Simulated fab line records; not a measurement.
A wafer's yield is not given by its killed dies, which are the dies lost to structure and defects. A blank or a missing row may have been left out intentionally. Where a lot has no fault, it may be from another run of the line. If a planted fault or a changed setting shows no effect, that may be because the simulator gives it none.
Split-lot trial || flow berkeleyCmos170 || 23 wafers read from 5 lots, route of 331 steps

## THE SPLIT
At UCB170_NWELL_IMPLANT_14, the setting doseCm2 was moved away from the recipe's 1e+13 on 8 of the 23 wafers read, by +3.5% to +7.1%. All remaining wafers had this setting at the recipe value.

## FROM THE SPLIT ON TO THE READING: in between, the file shows 1 step
- UCB170_NWELL_STRIP_15: strips in O2

## THE READING
NWELL_TW, at UCB170_NWELL_TW_MEAS_16. On this fab line, fault-free wafers typically give 1242 with a standard deviation of 13.

{"wafer": "L076.1", "tool, chamber at the split": "implanter-02, 0", "doseCm2 as run": 1.071e+13, "against the recipe": "+7.1%", "NWELL_TW": 1275, "against lot-mates on the recipe": "+16"}
{"wafer": "L076.2", "tool, chamber at the split": "implanter-02, 0", "doseCm2 as run": 1.071e+13, "against the recipe": "+7.1%", "NWELL_TW": 1284, "against lot-mates on the recipe": "+25"}
{"wafer": "L076.4", "tool, chamber at the split": "implanter-02, 0", "doseCm2 as run": 1e+13, "against the recipe": "recipe", "NWELL_TW": 1258, "against lot-mates on the recipe": "-"}
{"wafer": "L076.5", "tool, chamber at the split": "implanter-02, 0", "doseCm2 as run": 1e+13, "against the recipe": "recipe", "NWELL_TW": 1257, "against lot-mates on the recipe": "-"}
{"wafer": "L076.6", "tool, chamber at the split": "implanter-02, 0", "doseCm2 as run": 1e+13, "against the recipe": "recipe", "NWELL_TW": 1262, "against lot-mates on the recipe": "-"}
{"wafer": "L077.2", "tool, chamber at the split": "implanter-02, 0", "doseCm2 as run": 1.05e+13, "against the recipe": "+5.0%", "NWELL_TW": 1253, "against lot-mates on the recipe": "+17"}
{"wafer": "L077.3", "tool, chamber at the split": "implanter-02, 0", "doseCm2 as run": 1e+13, "against the recipe": "recipe", "NWELL_TW": 1236, "against lot-mates on the recipe": "-"}
{"wafer": "L077.4", "tool, chamber at the split": "implanter-02, 0", "doseCm2 as run": 1.05e+13, "against the recipe": "+5.0%", "NWELL_TW": 1260, "against lot-mates on the recipe": "+24"}
{"wafer": "L077.5", "tool, chamber at the split": "implanter-02, 0", "doseCm2 as run": 1e+13, "against the recipe": "recipe", "NWELL_TW": 1236, "against lot-mates on the recipe": "-"}
{"wafer": "L077.6", "tool, chamber at the split": "implanter-02, 0", "doseCm2 as run": 1.05e+13, "against the recipe": "+5.0%", "NWELL_TW": 1255, "against lot-mates on the recipe": "+19"}
{"wafer": "L079.1", "tool, chamber at the split": "implanter-04, 0", "doseCm2 as run": 1e+13, "against the recipe": "recipe", "NWELL_TW": 1245, "against lot-mates on the recipe": "-"}
{"wafer": "L079.3", "tool, chamber at the split": "implanter-04, 0", "doseCm2 as run": 1e+13, "against the recipe": "recipe", "NWELL_TW": 1254, "against lot-mates on the recipe": "-"}
{"wafer": "L079.4", "tool, chamber at the split": "implanter-04, 0", "doseCm2 as run": 1e+13, "against the recipe": "recipe", "NWELL_TW": 1245, "against lot-mates on the recipe": "-"}
{"wafer": "L079.5", "tool, chamber at the split": "implanter-04, 0", "doseCm2 as run": 1e+13, "against the recipe": "recipe", "NWELL_TW": 1258, "against lot-mates on the recipe": "-"}
{"wafer": "L079.6", "tool, chamber at the split": "implanter-04, 0", "doseCm2 as run": 1e+13, "against the recipe": "recipe", "NWELL_TW": 1260, "against lot-mates on the recipe": "-"}
{"wafer": "L082.1", "tool, chamber at the split": "implanter-02, 0", "doseCm2 as run": 1.035e+13, "against the recipe": "+3.5%", "NWELL_TW": 1265, "against lot-mates on the recipe": "+8"}
{"wafer": "L082.2", "tool, chamber at the split": "implanter-02, 0", "doseCm2 as run": 1e+13, "against the recipe": "recipe", "NWELL_TW": 1256, "against lot-mates on the recipe": "-"}
{"wafer": "L082.4", "tool, chamber at the split": "implanter-02, 0", "doseCm2 as run": 1.035e+13, "against the recipe": "+3.5%", "NWELL_TW": 1266, "against lot-mates on the recipe": "+9"}
{"wafer": "L082.5", "tool, chamber at the split": "implanter-02, 0", "doseCm2 as run": 1.035e+13, "against the recipe": "+3.5%", "NWELL_TW": 1267, "against lot-mates on the recipe": "+10"}
{"wafer": "L082.6", "tool, chamber at the split": "implanter-02, 0", "doseCm2 as run": 1e+13, "against the recipe": "recipe", "NWELL_TW": 1258, "against lot-mates on the recipe": "-"}
{"wafer": "L083.1", "tool, chamber at the split": "implanter-02, 0", "doseCm2 as run": 1e+13, "against the recipe": "recipe", "NWELL_TW": 1255, "against lot-mates on the recipe": "-"}
{"wafer": "L083.2", "tool, chamber at the split": "implanter-02, 0", "doseCm2 as run": 1e+13, "against the recipe": "recipe", "NWELL_TW": 1259, "against lot-mates on the recipe": "-"}
{"wafer": "L083.4", "tool, chamber at the split": "implanter-02, 0", "doseCm2 as run": 1e+13, "against the recipe": "recipe", "NWELL_TW": 1256, "against lot-mates on the recipe": "-"}

THE FIT
A straight line over all 23 wafers: NWELL_TW changes by +2.66 for each +1% of doseCm2; r = +0.63; the points scatter about the line by 8.5.
The same after taking each lot's own level away (the mean of its wafers on the recipe; 23 wafers): +3.23 for each +1%; r = +0.90; scatter 4.2.
According to that fit, moving doseCm2 by its largest amount changes the reading by 23.
From 1236.0 to 1259.0: that is the span of the lots' own levels, equal to 1.8 times the standard deviation above.
So the lot-to-lot level blurs the effect unless lot-mates are compared.
Check: +25.1 against its lot-mates is what the line predicts for one of the wafers moved furthest among these (+7.1%) when that wafer is left out of the fit. It came out at +16 against them.

## OTHER SPLITS APPLIED TO THESE WAFERS
Before the reading, these wafers also passed through other splits. Each is held against what the fit with the lots' levels taken away leaves over:
{"other split on the same wafers": "UCB170_START_OXIDATION_02 tempC", "wafers away from the commonest value": 15, "r with NWELL_TW (lot level and that fit taken away)": -0.06}

## FILE'S OWN FIT
NWELL_TW changes by +3.18 for each +1% of doseCm2, r = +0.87.
